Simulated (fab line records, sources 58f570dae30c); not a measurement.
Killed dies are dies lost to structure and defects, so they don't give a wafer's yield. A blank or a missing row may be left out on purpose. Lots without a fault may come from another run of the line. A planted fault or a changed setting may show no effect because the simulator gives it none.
Which tool did it? | flow berkeley_cmos170 | 14 lots, 42 wafers sampled, at 7 steps of a route of 331

WHAT THE GAUGES READ, wafer by wafer
UCB170_GATE_OVL_MEAS_13.
lot  | measured     | on         | GATE_OVL (nm)
L875 | day 7 06:50  | overlay-01 | 9 14 6
L878 | day 7 22:13  | overlay-01 | -14 -15 -16
L879 | day 8 11:42  | overlay-01 | -6 -8 -17
L880 | day 8 11:40  | overlay-02 | -14 -7 -7
L882 | day 8 20:10  | overlay-01 | -4 -4 0
L881 | day 8 20:08  | overlay-02 | -9 -1 -5
L884 | day 9 03:31  | overlay-01 | -8 -3 0
L888 | day 10 04:58 | overlay-01 | -10 -2 -10
L890 | day 10 04:52 | overlay-01 | -5 -12 -7
L893 | day 11 04:06 | overlay-02 | -5 -11 -4
L895 | day 11 13:39 | overlay-01 | -9 -3 -13
L896 | day 11 13:57 | overlay-01 | 7 13 9
L897 | day 11 14:13 | overlay-02 | -6 -2 -5
L898 | day 12 09:40 | overlay-01 | 3 2 4

UCB170_NSD_TW_MEAS_10.
lot  | measured     | on            | NSD_TW
L875 | day 7 21:49  | film_metro-04 | 4233 4204 4223
L878 | day 8 12:32  | film_metro-01 | 4113 4120 4134
L879 | day 9 03:16  | film_metro-04 | 4228 4223 4220
L880 | day 9 03:32  | film_metro-01 | 4158 4154 4201
L882 | day 9 12:50  | film_metro-04 | 4207 4187 4203
L881 | day 9 12:32  | film_metro-02 | 4171 4151 4148
L884 | day 9 19:13  | film_metro-01 | 4397 4349 4364
L888 | day 10 19:26 | film_metro-04 | 4426 4462 4431
L890 | day 10 18:51 | film_metro-01 | 4152 4162 4139
L893 | day 11 20:55 | film_metro-02 | 4385 4397 4398
L895 | day 12 02:58 | film_metro-01 | 4158 4153 4164
L896 | day 12 03:13 | film_metro-02 | 4174 4143 4178
L897 | day 12 03:28 | film_metro-04 | 4272 4255 4278
L898 | day 13 00:34 | film_metro-01 | 4157 4140 4153

UCB170_SDANNEAL_RS_MEAS_03: measures by four-point-probe.
lot  | measured     | on            | NSD_RS (ohm/sq)
L875 | day 8 01:08  | film_metro-04 | 37.21 37.19 37.15
L878 | day 8 14:12  | film_metro-01 | 37.12 37.16 37.24
L879 | day 9 04:46  | film_metro-02 | 37.41 37.38 37.35
L880 | day 9 05:28  | film_metro-02 | 37.26 37.22 37.34
L882 | day 9 14:04  | film_metro-04 | 37.03 37.20 37.22
L881 | day 9 13:50  | film_metro-01 | 37.14 37.21 37.24
L884 | day 9 20:31  | film_metro-04 | 30.19 30.18 30.18
L888 | day 10 20:50 | film_metro-04 | 30.15 30.07 30.10
L890 | day 10 20:07 | film_metro-04 | 37.21 37.10 37.24
L893 | day 11 22:47 | film_metro-04 | 30.19 30.14 30.16
L895 | day 12 06:07 | film_metro-01 | 37.26 37.38 37.36
L896 | day 12 06:34 | film_metro-04 | 37.18 37.23 37.30
L897 | day 12 06:25 | film_metro-02 | 37.03 37.13 37.11
L898 | day 13 02:20 | film_metro-02 | 37.36 37.25 37.18

WHICH TOOL RAN EACH LOT (tool, then ch and the chambers of the sampled wafers, then the start)
lot  | UCB170_ZERO_ETCH_06               | UCB170_ZERO_STRIP_07                | UCB170_NSD_IMPLANT_08           | UCB170_NSD_STRIP_09
L875 | rie_diel-01 ch 0,1,3, day 2 00:07 | plasma_asher-03 ch 0,1, day 2 00:08 | implanter-01 ch 0, day 7 21:34  | plasma_asher-04 ch 0,1, day 7 21:43
L878 | rie_diel-01 ch 0,3, day 2 12:09   | plasma_asher-03 ch 0,1, day 2 12:11 | implanter-01 ch 0, day 8 12:17  | plasma_asher-01 ch 0,1, day 8 12:26
L879 | rie_diel-04 ch 0,3, day 2 20:10   | plasma_asher-02 ch 1, day 2 20:11   | implanter-03 ch 0, day 9 03:02  | plasma_asher-04 ch 0, day 9 03:09
L880 | rie_diel-01 ch 0,1,3, day 2 20:25 | plasma_asher-03 ch 0,1, day 2 20:26 | implanter-02 ch 0, day 9 03:17  | plasma_asher-03 ch 0,1, day 9 03:26
L882 | rie_diel-01 ch 0,1,2, day 3 04:14 | plasma_asher-04 ch 0,1, day 3 04:16 | implanter-01 ch 0, day 9 12:35  | plasma_asher-01 ch 0,1, day 9 12:43
L881 | rie_diel-02 ch 1,3, day 3 04:31   | plasma_asher-02 ch 0,1, day 3 04:32 | implanter-03 ch 0, day 9 12:17  | plasma_asher-03 ch 0,1, day 9 12:26
L884 | rie_diel-02 ch 0,3, day 3 20:00   | plasma_asher-03 ch 0,1, day 3 20:01 | implanter-01 ch 0, day 9 18:40  | plasma_asher-03 ch 0,1, day 9 19:07
L888 | rie_diel-04 ch 0,1,2, day 4 15:43 | plasma_asher-03 ch 0,1, day 4 15:44 | implanter-02 ch 0, day 10 18:52 | plasma_asher-04 ch 0,1, day 10 19:20
L890 | rie_diel-02 ch 0,1,2, day 5 01:11 | plasma_asher-02 ch 0,1, day 5 01:13 | implanter-01 ch 0, day 10 18:37 | plasma_asher-03 ch 0,1, day 10 18:44
L893 | rie_diel-02 ch 0,2, day 5 17:55   | plasma_asher-03 ch 0,1, day 5 17:56 | implanter-01 ch 0, day 11 20:04 | plasma_asher-03 ch 0,1, day 11 20:49
L895 | rie_diel-04 ch 0,1,3, day 6 03:48 | plasma_asher-04 ch 0,1, day 6 03:49 | implanter-01 ch 0, day 12 02:43 | plasma_asher-03 ch 0,1, day 12 02:52
L896 | rie_diel-01 ch 0,2,3, day 6 04:13 | plasma_asher-02 ch 1, day 6 04:14   | implanter-02 ch 0, day 12 02:58 | plasma_asher-03 ch 0,1, day 12 03:07
L897 | rie_diel-04 ch 0,1,3, day 6 08:47 | plasma_asher-03 ch 0,1, day 6 08:51 | implanter-03 ch 0, day 12 03:15 | plasma_asher-04 ch 0,1, day 12 03:23
L898 | rie_diel-01 ch 1,3, day 6 18:42   | plasma_asher-03 ch 0,1, day 6 18:44 | implanter-03 ch 0, day 13 00:19 | plasma_asher-01 ch 0,1, day 13 00:28
- UCB170_ZERO_ETCH_06: etches SiO2 in CHF3/CF4/Ar, time 12 s.
- UCB170_ZERO_STRIP_07: strips in O2.
- UCB170_NSD_IMPLANT_08
- UCB170_NSD_STRIP_09: strips in O2.

WHAT THE TOOLS THEMSELVES READ (means of the sampled wafers that have a number; where no wafer has one, the mark that the record gives instead)
UCB170_ZERO_ETCH_06.
lot  | tool        | cf4_flow_sccm (sccm) | drypump_motor_current_A (A) | oes_product_au (a.u.) | throttle_valve_pct (%)
L875 | rie_diel-01 | 9.98                 | 5.7                         | 0.625                 | 9.21
L878 | rie_diel-01 | 9.96                 | 5.8                         | 0.630                 | 9.19
L879 | rie_diel-04 | 10.01                | 6.6                         | 0.626                 | 9.18
L880 | rie_diel-01 | 10.02                | 5.7                         | 0.622                 | 9.21
L882 | rie_diel-01 | 10.02                | 5.6                         | 0.622                 | 9.19
L881 | rie_diel-02 | 10.02                | 5.9                         | 0.610                 | 9.13
L884 | rie_diel-02 | 10.02                | 6.2                         | 0.629                 | 9.09
L888 | rie_diel-04 | 10.00                | 5.9                         | 0.615                 | 9.29
L890 | rie_diel-02 | 9.99                 | 5.9                         | 0.612                 | 9.17
L893 | rie_diel-02 | 10.01                | 6.1                         | 0.618                 | 9.19
L895 | rie_diel-04 | 9.99                 | 6.1                         | 0.614                 | 9.17
L896 | rie_diel-01 | 9.99                 | 5.7                         | 0.629                 | 9.17
L897 | rie_diel-04 | 10.02                | 6.1                         | 0.609                 | 9.16
L898 | rie_diel-01 | 9.99                 | 5.7                         | 0.614                 | 9.25

UCB170_ZERO_STRIP_07.
lot  | tool            | drypump_motor_current_A (A) | o2_flow_sccm (sccm) | oes_product_au (a.u.) | strip_time_to_endpoint_s (s)
L875 | plasma_asher-03 | 5.6                         | 400.7               | 0.733                 | 21.53
L878 | plasma_asher-03 | 5.6                         | 400.9               | 0.727                 | 21.43
L879 | plasma_asher-02 | 5.1                         | 400.5               | 0.730                 | 21.44
L880 | plasma_asher-03 | 5.6                         | 400.6               | 0.729                 | 21.55
L882 | plasma_asher-04 | 5.8                         | 399.9               | 0.727                 | 21.50
L881 | plasma_asher-02 | 5.9                         | 399.2               | 0.728                 | 21.49
L884 | plasma_asher-03 | 5.6                         | 399.6               | 0.727                 | 21.40
L888 | plasma_asher-03 | 5.6                         | 399.2               | 0.730                 | 21.49
L890 | plasma_asher-02 | 5.9                         | 399.9               | 0.731                 | 21.51
L893 | plasma_asher-03 | 5.6                         | 398.5               | 0.730                 | 21.51
L895 | plasma_asher-04 | 5.6                         | 400.7               | 0.730                 | 21.53
L896 | plasma_asher-02 | 5.1                         | 399.6               | 0.726                 | 21.45
L897 | plasma_asher-03 | 5.6                         | 399.7               | 0.725                 | 21.55
L898 | plasma_asher-03 | 5.6                         | 401.1               | 0.725                 | 21.57

UCB170_NSD_IMPLANT_08.
lot  | tool         | dose_ions_cm2 | tilt_deg (degrees)
L875 | implanter-01 | 3e+15         | 7.002
L878 | implanter-01 | 3e+15         | 6.988
L879 | implanter-03 | 3e+15         | 7.007
L880 | implanter-02 | 3e+15         | 7.003
L882 | implanter-01 | 3e+15         | 6.978
L881 | implanter-03 | 3e+15         | 6.964
L884 | implanter-01 | 3e+15         | 6.995
L888 | implanter-02 | 3e+15         | 7.015
L890 | implanter-01 | 3e+15         | 7.012
L893 | implanter-01 | 3e+15         | 7.003
L895 | implanter-01 | 3e+15         | 7.009
L896 | implanter-02 | 3e+15         | 7.012
L897 | implanter-03 | 3e+15         | 7.013
L898 | implanter-03 | 3e+15         | 7.004

UCB170_NSD_STRIP_09.
lot  | tool            | drypump_motor_current_A (A) | o2_flow_sccm (sccm) | oes_product_au (a.u.) | strip_time_to_endpoint_s (s)
L875 | plasma_asher-04 | 5.6                         | 400.5               | 0.536                 | 35.71
L878 | plasma_asher-01 | 6.2                         | 400.2               | 0.537                 | 35.84
L879 | plasma_asher-04 | 6.1                         | 398.6               | 0.536                 | 35.84
L880 | plasma_asher-03 | 5.6                         | 398.9               | 0.531                 | 35.88
L882 | plasma_asher-01 | 6.2                         | 400.3               | 0.537                 | 35.87
L881 | plasma_asher-03 | 5.6                         | 400.9               | 0.533                 | 35.87
L884 | plasma_asher-03 | 5.6                         | 398.7               | 0.485                 | 42.74
L888 | plasma_asher-04 | 5.8                         | 399.2               | 0.482                 | 42.71
L890 | plasma_asher-03 | 5.6                         | 400.9               | 0.531                 | 35.91
L893 | plasma_asher-03 | 5.6                         | 400.7               | 0.488                 | 42.82
L895 | plasma_asher-03 | 5.6                         | 399.2               | 0.541                 | 35.83
L896 | plasma_asher-03 | 5.6                         | 401.0               | 0.534                 | 35.72
L897 | plasma_asher-04 | 5.6                         | 399.1               | 0.531                 | 35.95
L898 | plasma_asher-01 | 6.2                         | 400.1               | 0.533                 | 35.78

THE ANSWER, worked out from the rows above alone
Rule: what is usual is taken from the lots themselves. Put in order of their means at a reading, lots are off if they are a third of the lots or fewer, leave a main group of 4 or more, and stand apart from it by a gap of 3 or more times the standard deviation of the main group's means; of several such gaps the widest counts. A main group whose means are all the same, to the digits that the tables above print for the reading, isn't used. A lot without any number at a reading at which 4 lots or more have one is off too. The other lots that the step has rows for count as sound. The gauges are gone through in route order, then the tools' own readings, and for those a lot's mean is taken as printed above. The first step at which some lot is off is used, and at that step the reading that is off furthest; a lot without a number counts as furthest.
Off: L884, L888, L893, at UCB170_SDANNEAL_RS_MEAS_03 (NSD_RS). The main group: mean 37.22 ohm/sq, standard deviation 0.08.
A tool fits if, at a process step before that reading, it ran every lot that is off, and no sound lot after the first of them. The gauges at UCB170_SDANNEAL_RS_MEAS_03 aren't tried: what is off there is off at UCB170_NSD_STRIP_09 too, on other tools, and a gauge's error can't cause that. None of those tried fits.

WHAT THE SIMULATOR HAD PUT IN
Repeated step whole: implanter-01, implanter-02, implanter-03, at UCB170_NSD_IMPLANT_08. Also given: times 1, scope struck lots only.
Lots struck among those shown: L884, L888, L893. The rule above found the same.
